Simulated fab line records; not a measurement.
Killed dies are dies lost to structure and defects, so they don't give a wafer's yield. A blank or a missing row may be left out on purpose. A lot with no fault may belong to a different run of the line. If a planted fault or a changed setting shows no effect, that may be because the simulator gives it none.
A lot that was struck, set against a sound lot -- flow ritCmos -- 14 out of 202 route steps
Sound: these wafers, L306.3, L306.4, L306.5. The struck wafers were L313.1, L313.2, L313.3. The cause comes at the end.
Order at every step that has rows: each side's tool, ch and its chambers, its first start. Under that, the readings that differ: sound wafers -- struck wafers -- difference of the means -- sigmas: that difference in standard deviations of wafers without a fault.
alike: a reading whose means differ by less than 2 such deviations, as well as words and numbers matching on both sides. not compared: withheld readings; readings where some wafer has no value; bounds like >300 that might hide an equal value; numbers whose values overlap and for which the record gives no deviation.
The two part at a step that has a row with sigmas, a row that says differs or no value, or rows on one side only. Numbers that don't overlap but have no deviation are shown without sigmas and don't part them. A reading that every wafer of one side lacks parts them only if that side has two wafers or more.

first, 1 step without rows for these wafers: RIT_NLDD_IMPLANT_08.
RIT_NLDD_STRIP_09: strips in O2, time 180 s.
  sound on plasmaAsher-01 ch 0,1, day 3 03:28; struck on plasmaAsher-02 ch 0,1, day 4 16:07
  alike: drypumpMotorCurrentA, runLengthS
  not compared: rfHoursCounterH
RIT_NLDD_TW_MEAS_10:
  sound: filmMetro-01 at day 3 03:36; struck: filmMetro-04 at day 4 16:17
reading,sound,struck,difference,sigmas
NLDD_TW,2501 2508 2511,2479 2473 2481,-29,-2
then, 6 steps without rows for these wafers: RIT_PLDD_HMDS_00 (prime time 60 s); RIT_PLDD_COAT_01 (resist thk 1000 nm); RIT_PLDD_SOFTBAKE_02 (time 60 s); RIT_PLDD_EXPOSE_03 (exposes mask M8, target cd 40900 nm); RIT_PLDD_PEB_04; RIT_PLDD_DEVELOP_05 (develop time 50 s).
RIT_PLDD_OVL_MEAS_06:
  sound: overlay-01 at day 3 04:38; struck: overlay-01 at day 4 17:19
  alike: PLDD_OVL
then, 2 steps without rows for these wafers: RIT_PLDD_HARDBAKE_07 (time 60 s); RIT_PLDD_IMPLANT_08.
RIT_PLDD_STRIP_09: strips in O2, time 180 s.
  sound on plasmaAsher-04 ch 0,1, day 3 05:01; struck on plasmaAsher-04 ch 0,1, day 4 17:40
reading,sound,struck,difference,sigmas
runLengthS (s),208.36 208.39 208.29,72.36 72.30 72.60,-135.93,-99 or more
model.NOVOLAK_of_PLDD_COAT_01.thkNm (nm),0 0 0,222 221 221,+221,
  alike: drypumpMotorCurrentA
  not compared: rfHoursCounterH
RIT_PLDD_TW_MEAS_10:
  sound: filmMetro-02 at day 3 05:09; struck: filmMetro-01 at day 4 17:50
reading,sound,struck,difference,sigmas
PLDD_TW,2323 2341 2341,2353 2374 2358,+27,+2

WHERE THEY PART
At RIT_NLDD_TW_MEAS_10 first; at RIT_PLDD_TW_MEAS_10 last (within this record only).

WHY: the cause the simulator had injected
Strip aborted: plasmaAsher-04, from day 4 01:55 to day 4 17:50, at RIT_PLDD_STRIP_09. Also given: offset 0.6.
